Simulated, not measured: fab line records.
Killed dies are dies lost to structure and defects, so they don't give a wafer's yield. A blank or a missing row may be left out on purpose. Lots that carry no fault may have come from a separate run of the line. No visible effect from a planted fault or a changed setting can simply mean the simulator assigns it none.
Which tool did it? -- flow rit-cmos -- Sampling: 14 lots, 42 wafers, 2 of 202 route steps

== WHAT THE GAUGES SHOWED, per wafer ==
The record holds no reading of a measuring or inspecting step that can be judged against a usual standard deviation.

== TOOL THAT RAN EACH LOT (tool first, then ch and the chambers of the sampled wafers, then the start) ==
lot,RIT_CONTACT_DEVELOP_07,RIT_M1_PROBE_99
L863,"litho-track-02 ch 0, day 3 16:00",-
L864,"litho-track-03 ch 0, day 3 20:00",-
L865,"litho-track-03 ch 0, day 4 02:00",-
L867,"litho-track-03 ch 0, day 4 10:00",-
L869,"litho-track-02 ch 0, day 4 21:00","prober-01, day 5 03:18"
L870,"litho-track-03 ch 0, day 4 21:00",-
L871,"litho-track-02 ch 0, day 5 05:00","prober-01, day 5 11:08"
L873,"litho-track-03 ch 0, day 5 16:00","prober-01, day 5 22:11"
L876,"litho-track-02 ch 0, day 6 07:00","prober-02, day 6 13:25"
L878,"litho-track-04 ch 0, day 6 19:00",-
L879,"litho-track-02 ch 0, day 6 22:00",-
L882,"litho-track-03 ch 0, day 8 03:00",-
L883,"litho-track-04 ch 0, day 8 03:00",-
L885,"litho-track-03 ch 0, day 8 13:00","prober-01, day 8 19:18"
- RIT_CONTACT_DEVELOP_07: develop time 120 s.
- RIT_M1_PROBE_99

== AS READ BY THE TOOLS THEMSELVES (means over the sampled wafers that have a number; for cases with no such wafer, the mark the record gives instead) ==
RIT_CONTACT_DEVELOP_07. Usual: developer-temp-C at 23.00 C, with a standard deviation of 0.11.
lot,tool,developer-temp-C (C),flag
L863,litho-track-02,23.08,
L864,litho-track-03,23.11,
L865,litho-track-03,22.92,
L867,litho-track-03,23.00,
L869,litho-track-02,23.07,
L870,litho-track-03,23.00,
L871,litho-track-02,23.11,
L873,litho-track-03,23.02,
L876,litho-track-02,22.40,OFF
L878,litho-track-04,23.03,
L879,litho-track-02,22.28,OFF
L882,litho-track-03,23.10,
L883,litho-track-04,22.81,
L885,litho-track-03,22.88,

RIT_M1_PROBE_99. Usual: killed_at_M0_to_M3 0.0, standard deviation 0.23; killed-at-contacts 0.1, standard deviation 0.23; killed-at-front-end 7, standard deviation 3; killed-dies 7, standard deviation 3; killed-open 3.3, standard deviation 2.1; killed-short 3.7, standard deviation 1.9.
lot,tool,killed_at_M0_to_M3,killed-at-contacts,killed-at-front-end,killed-dies,killed-open,killed-short,flag
L869,prober-01,0.0,0.0,8,8,4.3,3.3,
L871,prober-01,0.0,0.0,9,9,6.0,3.3,
L873,prober-01,0.3,0.0,4,5,2.3,2.3,
L876,prober-02,0.0,0.0,5,5,2.0,3.0,
L885,prober-01,0.0,0.0,6,6,1.7,4.0,

== THE ANSWER, worked out from the rows above alone ==
Rule: a lot is off if the mean of its wafers that have a number lies more than 3 standard deviations from the usual mean. A lot without any number at a reading at which 4 lots or more have one is off too. All remaining lots with rows at the step are treated as sound. First the gauges in route order, then the tools' own readings, where a lot's mean is used as printed above. The first step at which some lot is off is used, and at that step the reading that is off furthest; a lot without a number counts as furthest.
Off: L876, L879, at RIT_CONTACT_DEVELOP_07 (developer-temp-C).
If a tool, at that step or one of the process steps before it, ran each lot that is off and ran no sound lot following the first of them, it fits. One fits: litho-track-02 at RIT_CONTACT_DEVELOP_07. Its last sound lot is L871 (day 5 05:00), its first lot that is off L876 (day 6 07:00): a fault that began between those two fits.
On the lots that are off, the tool's own readings at RIT_CONTACT_DEVELOP_07 differ by more than 5 times the standard deviation of the sound lots' means, which bears it out; developer-temp-C reads 22.34 C there versus 23.01 C on the sound lots.

== WHAT WAS PUT IN BY THE SIMULATOR ==
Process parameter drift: litho-track-02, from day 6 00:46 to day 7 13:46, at RIT_CONTACT_DEVELOP_07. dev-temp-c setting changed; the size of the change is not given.
Struck lots among those shown: L876, L879. Same finding as the rule above.
